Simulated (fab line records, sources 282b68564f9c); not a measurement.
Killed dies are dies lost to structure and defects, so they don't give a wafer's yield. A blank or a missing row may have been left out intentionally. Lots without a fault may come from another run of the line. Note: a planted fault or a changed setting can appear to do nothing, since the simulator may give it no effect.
fab line records	flow ritCmos
[record] lots = 5	wafers = 15	lastDay = 7
route steps=202 shown GATE@83 M1@202
lots with no fault: from the same line, run without faults
startH: hours from the record's opening day to when the first of the lot's shown wafers began	waitH: hours elapsed since this lot's preceding step	" unchanged from the row above	L1.1+2: one row covering several wafers at once	- value missing, or start not given	* or withheld: withheld	< > ~ a bound
route shown NAME@n: names a module that has steps shown in the file, with the first one's number in the route	usual: mean and standard deviation over wafers with no fault	same: alike in all rows	chamber/n: place in a boat	sites: each site's reading	_std_site: standard deviation across them	_edge_site: mean of outer sites minus mean of inner sites	radiusMm: how far each site lies from the wafer's centre	mask NAME#n: copy n	behind: the last tool/chamber to shape the wafer	hold: reason for holding the lot/hours on hold/outcome of the hold	device: which transistor (n, p or np) failed to switch	end of line: tests run on the same wafers once the route is complete	a step without rows: its recipe alone	killed: at the first sort, the dies lost to defects and structure; wafer yield is something else	map: the dies of a wafer, with x for killed, . for not killed, _ for no die there
set.NAME: setting as actually run; set.NAME@STEP: the setting as run at that earlier step	model.NAME: the simulator's own value behind a step, which no gauge read
lots at selected steps of the route; one table per step, one row per wafer
services: from which hour (startH, from the record's first day; less than 0 if before it) a tool's chamber was out of use, for how many hours, and why
[[steps]]
[step RIT_GATE_THK_MEAS_07]
[recipe] reads = SiO2_of_GATE_OXIDATION_05
[usual] GATE_OXIDE_THK = 3.01/0.056
lot.wafer	tool	chamber	startH	waitH	GATE_OXIDE_THK[nm]
L478.1	filmMetro-03	-	48.60	0.0	2.99
L478.4	"	-	"	"	2.90
L478.6	"	-	"	"	3.00
L483.1	filmMetro-03	-	74.88	0.0	2.96
L483.3	"	-	"	"	3.02
L483.4	"	-	"	"	3.05
L493.1	filmMetro-02	-	123.38	0.0	3.11
L493.5	"	-	"	"	3.07
L493.6	"	-	"	"	3.07
L494.3	filmMetro-02	-	128.66	0.0	3.02
L494.4	"	-	"	"	2.98
L494.6	"	-	"	"	3.01
L496.1	filmMetro-01	-	138.36	0.0	2.99
L496.5	"	-	"	"	2.99
L496.6	"	-	"	"	3.04
[step RIT_GATE_CVD_08]
[recipe] material = poly-Si	targetThkNm = 250	tempC = 610	precursor = SiH4	timeS = 2220	pressureMtorr = 300	sih4FlowSccm = 100
[step RIT_GATE_THK_MEAS_09]
[recipe] reads = poly-Si_of_GATE_CVD_08
[usual] GATE_POLY_THK = 250.9/2.1
lot.wafer	tool	chamber	startH	waitH	GATE_POLY_THK[nm]
L478.1	filmMetro-03	-	50.27	0.0	247.5
L478.4	"	-	"	"	249.7
L478.6	"	-	"	"	248.6
L483.1	filmMetro-03	-	76.55	0.0	252.1
L483.3	"	-	"	"	253.9
L483.4	"	-	"	"	253.3
L493.1	filmMetro-02	-	125.06	0.0	255.5
L493.5	"	-	"	"	254.0
L493.6	"	-	"	"	254.4
L494.3	filmMetro-02	-	130.34	0.0	250.3
L494.4	"	-	"	"	253.5
L494.6	"	-	"	"	253.5
L496.1	filmMetro-02	-	140.03	0.0	247.9
L496.5	"	-	"	"	249.2
L496.6	"	-	"	"	248.2
[step RIT_GATE_HMDS_10]
[recipe] primeTimeS = 60	primeTempC = 140
[step RIT_GATE_COAT_11]
[recipe] resist = NOVOLAK	spinRpm = 4250	resistThkNm = 850
[step RIT_GATE_SOFTBAKE_12]
[recipe] resist = NOVOLAK	tempC = 90	timeS = 60
[step RIT_GATE_EXPOSE_13]
[recipe] maskId = M6	na = 0.6	sourceShape = conventional	sigmaOuter = 0.6	targetCdNm = 150	doseMj = 380
[step RIT_GATE_PEB_14]
[recipe] resist = NOVOLAK	tempC = withheld	timeS = withheld
[step RIT_GATE_DEVELOP_15]
[recipe] resist = NOVOLAK	developTimeS = 50	devTempC = 23
[step RIT_GATE_CD_MEAS_16]
[recipe] targetCdNm = 150
[usual] cdNm = 150.6/2.6
lot.wafer	tool	chamber	startH	waitH	cdNm
L478.1	cdSem-01	-	51.18	-	154.3
L478.4	"	-	"	"	151.1
L478.6	"	-	"	"	152.0
L483.1	cdSem-01	-	77.51	-	148.8
L483.3	"	-	"	"	150.7
L483.4	"	-	"	"	148.1
L493.1	cdSem-02	-	126.09	-	153.9
L493.5	"	-	"	"	153.9
L493.6	"	-	"	"	154.9
L494.3	cdSem-01	-	131.75	-	156.4
L494.4	"	-	"	"	155.2
L494.6	"	-	"	"	154.0
L496.1	cdSem-02	-	140.94	-	149.6
L496.5	"	-	"	"	150.9
L496.6	"	-	"	"	151.7
[step RIT_GATE_OVL_MEAS_17]
[usual] GATE_OVL = -1.9/1.5
lot.wafer	tool	chamber	startH	waitH	GATE_OVL[nm]
L478.1	overlay-02	-	51.30	0.1	-0.9
L478.4	"	-	"	"	-1.6
L478.6	"	-	"	"	-0.8
L483.1	overlay-01	-	77.63	0.1	-2.5
L483.3	"	-	"	"	-3.5
L483.4	"	-	"	"	-1.2
L493.1	overlay-01	-	126.21	0.1	-1.6
L493.5	"	-	"	"	-2.7
L493.6	"	-	"	"	-0.5
L494.3	overlay-02	-	131.84	0.1	-2.3
L494.4	"	-	"	"	-0.3
L494.6	"	-	"	"	-2.3
L496.1	overlay-01	-	141.06	0.1	-0.9
L496.5	"	-	"	"	-1.8
L496.6	"	-	"	"	-4.3
[step RIT_GATE_HARDBAKE_18]
[recipe] resist = NOVOLAK	tempC = 140	timeS = 60
[step RIT_GATE_ETCH_19]
[recipe] chemistry = SF6/CHF3/O2	timeS = 165	SF6_flow_sccm = 30	CHF3_flow_sccm = 30	O2_flow_sccm = 5	target = poly-Si	pressureMtorr = 40	rfW = 160	targetDepthA = 3125	overEtchFrac = 0.25	stopOn = SiO2
[usual] SF6_flow_sccm = 30.00/0.089	drypumpMotorCurrentA = 5.6/0.55	oesProductAu = 0.852/0.0098	throttleValvePct = 10.22/0.16
lot.wafer	tool	chamber	startH	waitH	SF6_flow_sccm	drypumpMotorCurrentA	oesProductAu	rfHoursCounterH	throttleValvePct	model.NOVOLAK_of_GATE_COAT_11.thkNm
L478.1	rieSi-02	0	51.49	0.1	30.10	6.0	0.853	107	10.15	667.6
L478.4	"	1	"	"	29.96	4.8	0.846	74	10.26	666.1
L478.6	"	1	"	"	30.03	4.8	0.841	-	10.26	667.8
L483.1	rieSi-01	0	77.82	0.1	30.12	6.0	0.860	53	10.33	666.2
L483.3	"	1	"	"	29.95	5.8	0.855	111	10.60	669.9
L483.4	"	1	"	"	30.08	5.8	0.847	-	10.59	669.6
L493.1	rieSi-01	3	126.40	0.1	30.04	6.4	0.856	6	10.03	669
L493.5	"	3	"	"	29.98	6.3	0.850	-	10.05	669.6
L493.6	"	2	"	"	30.02	5.5	0.842	-	10.08	682.5
L494.3	rieSi-02	3	132.04	0.1	29.82	5.1	0.842	0	10.11	674.9
L494.4	"	0	"	"	29.98	5.9	0.872	108	10.15	669.6
L494.6	"	3	"	"	29.96	5.1	0.856	-	10.10	673.8
L496.1	rieSi-02	3	141.37	0.1	29.89	5.1	0.835	0	10.13	671.1
L496.5	"	0	"	"	29.97	6.0	0.849	-	10.14	669.8
L496.6	"	1	"	"	29.93	4.8	0.840	-	10.26	663.9
[step RIT_GATE_STRIP_20]
[recipe] chemistry = O2	timeS = 180	resist = NOVOLAK	platenTempC = withheld	powerW = 500	pressureMtorr = 4000	o2FlowSccm = 4000
[usual] drypumpMotorCurrentA = 5.6/0.39
lot.wafer	tool	chamber	startH	waitH	drypumpMotorCurrentA	rfHoursCounterH
L478.1	plasmaAsher-01	1	51.60	0.1	6.2	41
L478.4	"	0	"	"	5.5	-
L478.6	"	0	"	"	5.5	-
L483.1	plasmaAsher-02	0	77.92	0.1	6.1	42
L483.3	"	0	"	"	6.1	-
L483.4	"	1	"	"	5.5	-
L493.1	plasmaAsher-03	0	126.50	0.1	5.4	51
L493.5	"	1	"	"	5.1	-
L493.6	"	0	"	"	5.4	-
L494.3	plasmaAsher-01	1	132.21	0.1	6.2	-
L494.4	"	0	"	"	5.5	-
L494.6	"	1	"	"	6.1	-
L496.1	plasmaAsher-02	1	141.47	0.1	5.5	49
L496.5	"	1	"	"	5.5	-
L496.6	"	0	"	"	6.0	-
[step RIT_M1_PROBE_99]
lot.wafer	tool	chamber	startH	waitH	model.etest.polyCombOverSteps.leakLog10AUm	model.etest.antennaPoly.vtShiftV
L478.1	prober-01	-	71.26	0.1	-12.88	-0.00847
L478.4	prober-01	-	71.41	0.2	-12.65	-0.01191
L478.6	prober-01	-	71.51	0.2	-12.76	-0.007137
L483.1	prober-01	-	97.53	0.1	-12.56	-0.004314
L483.3	prober-01	-	97.63	0.2	-12.83	-0.007154
L483.4	prober-01	-	97.68	0.2	-12.87	-0.007618
L493.1	prober-01	-	147.02	0.1	-12.7	-0.008351
L493.5	prober-01	-	147.22	0.2	-12.83	-0.004948
L493.6	prober-01	-	147.27	0.2	-4.05	-0.003275
L494.3	prober-01	-	153.54	0.2	-12.86	-0.008226
L494.4	prober-01	-	153.59	0.2	-12.8	-0.002182
L494.6	prober-01	-	153.69	0.2	-12.28	-0.00577
L496.1	prober-01	-	161.45	0.1	-12.62	-0.01026
L496.5	prober-01	-	161.65	0.2	-12.99	-0.006637
L496.6	prober-01	-	161.70	0.2	-12.85	-0.0101
// killed by level:class
L478.1 FOX2:geometricParticle:short=2 GATE:geometricParticle:short=2 SILICIDE:geometricParticle:short=1
L478.4 GATE:geometricParticle:open=6 GATE:geometricParticle:short=3 FOX2:geometricParticle:short=2 SPACER:geometricParticle:short=2 FOX1:geometricParticle:short=1 FOX1:geometricParticle:open=1 FOX2:geometricParticle:open=1 SPACER:geometricParticle:open=1
L478.6 SILICIDE:geometricParticle:open=3 FOX2:geometricParticle:short=2 FOX2:geometricParticle:open=2 REOX:geometricParticle:short=2 SPACER:geometricParticle:short=2 FOX1:geometricParticle:short=1 FOX1:geometricParticle:open=1 SILICIDE:geometricParticle:short=1
L483.1 FOX1:geometricParticle:open=1
L483.3 REOX:geometricParticle:open=3 SILICIDE:geometricParticle:short=3 GATE:geometricParticle:open=2 FOX2:geometricParticle:open=1 GATE:geometricParticle:short=1 REOX:geometricParticle:short=1
L483.4 GATE:geometricParticle:open=1 REOX:geometricParticle:short=1
L494.3 FOX1:geometricParticle:open=1 FOX1:geometricParticle:short=1 FOX2:geometricParticle:short=1 GATE:geometricParticle:short=1 SPACER:geometricParticle:open=1
L494.4 GATE:geometricParticle:open=3 FOX1:geometricParticle:open=1 FOX2:geometricParticle:short=1 FOX2:geometricParticle:open=1 REOX:geometricParticle:short=1 SILICIDE:geometricParticle:open=1
L494.6 FOX1:geometricParticle:open=3 REOX:geometricParticle:short=3 FOX2:geometricParticle:short=2 GATE:geometricParticle:short=2 FOX1:geometricParticle:short=1 FOX2:geometricParticle:open=1 REOX:geometricParticle:open=1 SILICIDE:geometricParticle:open=1
L496.1 FOX2:geometricParticle:short=2 GATE:geometricParticle:open=2 GATE:geometricParticle:short=1 REOX:geometricParticle:short=1 SPACER:geometricParticle:open=1 SILICIDE:geometricParticle:open=1
L496.5 SILICIDE:geometricParticle:short=2 FOX1:geometricParticle:open=1 REOX:geometricParticle:open=1 SPACER:geometricParticle:short=1
L496.6 FOX1:geometricParticle:short=1 SPACER:geometricParticle:short=1 SPACER:geometricParticle:open=1
[[services]]
tool	chamber	startH	hours	kind
rieSi-02	-	35.02	5.7	repair
plasmaAsher-01	-	48.14	0.6	repair
rieSi-01	0	69.67	1.0	repair
rieSi-01	2	72.97	-	clean
rieSi-01	2	72.97	15.1	scheduledDown
rieSi-01	2	72.97	15.1	ventCycle
rieSi-02	-	97.23	3.2	repair
rieSi-02	3	100.44	-	clean
rieSi-02	3	100.44	14.8	scheduledDown
rieSi-02	3	100.44	14.8	ventCycle
plasmaAsher-01	-	108.75	9.0	pm
plasmaAsher-01	0	108.75	9.0	ventCycle
plasmaAsher-01	1	108.75	9.0	ventCycle
plasmaAsher-01	-	111.80	4.2	repair
rieSi-01	1	115.55	1.1	repair
plasmaAsher-01	0	117.75	-	clean
plasmaAsher-01	1	117.75	-	clean
rieSi-02	2	136.99	3.4	repair
[[key]]
firstSign none at tools or gauges
[modelEffect] step = RIT_GATE_ETCH_19	value = NOVOLAK_of_GATE_COAT_11.thkNm	without = 670.4	struck = 682.5
[modelEffect] step = RIT_M1_PROBE_99	value = etest.polyCombOverSteps.leakLog10AUm	without = -12.85	struck = -4.05
metAt RIT_GATE_ETCH_19
struckWafers L493.6
sortLeftOut L493.6
testerLeftOut L493
[fault] kind = processParameterDrift	tool = rieSi-01	chamber = 2	onsetH = 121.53	steps = RIT_GATE_ETCH_19	channel = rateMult	offset = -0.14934	shape = step	endH = 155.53
// testerLeftOut: of these lots the tester's yield and bins aren't shown, on N5 and GAA mostly nor the transistor test; their killed dies are dies lost to structure and defects alone, not to doping, threshold or leakage, so they don't give the yield
// sortLeftOut: the simulated sort isn't trusted on such a fault, so these wafers' sort isn't shown, and their yield isn't known
